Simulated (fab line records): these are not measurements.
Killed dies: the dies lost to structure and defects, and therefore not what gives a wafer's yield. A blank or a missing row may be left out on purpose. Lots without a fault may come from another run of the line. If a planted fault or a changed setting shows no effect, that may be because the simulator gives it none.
Check for tools in common	flow berkeley-cmos170	14 lots and 42 wafers in the sample

== REASON FOR OPENING ==
At UCB170_NWELL_THK_MEAS_05 the reading NWELL_NITRIDE_THK is flagged on 2 of 14 lots. No-fault wafers: 224.2 nm, standard deviation 2.1.
Rule: a lot is flagged when every wafer of it that has a number lies more than 4 standard deviations from that mean, or none has a number. All remaining lots are regarded as sound.

lot	measured	on	NWELL_NITRIDE_THK (nm), wafer by wafer	flag
L940	day 2 14:49	film-metro-03	226.6 228.1 228.1	
L941	day 2 14:49	film-metro-02	224.2 222.5 222.3	
L942	day 2 22:19	film-metro-02	219.6 223.2 220.5	
L943	day 2 22:19	film-metro-03	225.5 224.1 224.5	
L944	day 3 09:31	film-metro-03	227.5 226.7 225.7	
L945	day 3 17:41	film-metro-04	223.8 223.1 224.0	
L946	day 3 17:41	film-metro-02	226.4 224.2 224.7	
L947	day 3 21:47	film-metro-04	222.4 220.9 220.3	
L953	day 5 05:01	film-metro-04	166.6 166.8 165.8	FLAGGED
L954	day 5 12:16	film-metro-04	167.4 166.3 165.5	FLAGGED
L957	day 6 06:19	film-metro-03	227.0 226.0 225.6	
L958	day 6 06:20	film-metro-04	224.9 223.5 226.8	
L962	day 7 06:46	film-metro-03	224.1 223.9 223.3	
L963	day 7 06:46	film-metro-02	224.7 225.8 226.9	
On average the flagged lots' numbers are 166.4 nm, which is -57.8 nm against the usual, or -28 standard deviations.

== WHICH TOOL RAN EACH LOT ==
The record keeps 1 process step preceding the reading, out of 331 steps on the route. Cell contents, in order: the tool; ch with the chambers the sampled wafers went through; the start.
lot	flag	UCB170_NWELL_CVD_04
L940		lpcvd-02 ch 1, day 2 12:53
L941		lpcvd-02 ch 1, day 2 12:53
L942		lpcvd-02 ch 1, day 2 20:23
L943		lpcvd-02 ch 1, day 2 20:23
L944		lpcvd-01 ch 0, day 3 07:35
L945		lpcvd-01 ch 0, day 3 15:45
L946		lpcvd-01 ch 0, day 3 15:45
L947		lpcvd-01 ch 0, day 3 19:51
L953	FLAGGED	lpcvd-02 ch 1, day 5 03:05
L954	FLAGGED	lpcvd-02 ch 0, day 5 10:19
L957		lpcvd-01 ch 1, day 6 04:23
L958		lpcvd-01 ch 1, day 6 04:23
L962		lpcvd-01 ch 0, day 7 04:50
L963		lpcvd-01 ch 0, day 7 04:50
What these steps do:
- UCB170_NWELL_CVD_04: deposits Si3N4 from SiH2Cl2/NH3, target thk 224 nm, time 3360 s.
- UCB170_NWELL_THK_MEAS_05

== FLAGGED OVER TOTAL, TOOL BY TOOL (the gauges that took the reading come last) ==
step	tool	lots run	flagged	share of the flagged lots	sound lots run after its first flagged lot
UCB170_NWELL_CVD_04	lpcvd-01	8	0	none	-
UCB170_NWELL_CVD_04	lpcvd-02	6	2	all	0
UCB170_NWELL_THK_MEAS_05	film-metro-02	4	0	none	-
UCB170_NWELL_THK_MEAS_05	film-metro-03	5	0	none	-
UCB170_NWELL_THK_MEAS_05	film-metro-04	5	2	all	1 (L958)

== THE TABLE: WHAT IT ALLOWS ==
Table rows that saw every flagged lot: 2, namely lpcvd-02 at UCB170_NWELL_CVD_04 and film-metro-04 at UCB170_NWELL_THK_MEAS_05.
- lpcvd-02 at UCB170_NWELL_CVD_04 ran 6 lots, 2 of them flagged. A fault beginning between L942 (day 2 20:23), its last sound lot, and L953 (day 5 03:05), its first flagged one, fits the data.
- film-metro-04 at UCB170_NWELL_THK_MEAS_05 ran 5 lots, 2 of them flagged. Sound lots followed the first flagged one (L958) on it, something a lasting fault affecting the whole tool could not allow.
What remains is a single tool, lpcvd-02 at UCB170_NWELL_CVD_04.

== WHAT THE SIMULATOR HAD INSERTED ==
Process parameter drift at UCB170_NWELL_CVD_04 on lpcvd-02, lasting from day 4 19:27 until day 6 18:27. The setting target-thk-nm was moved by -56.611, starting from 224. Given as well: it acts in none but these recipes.
Lots struck among those shown: L953, L954. The rule above found the same.
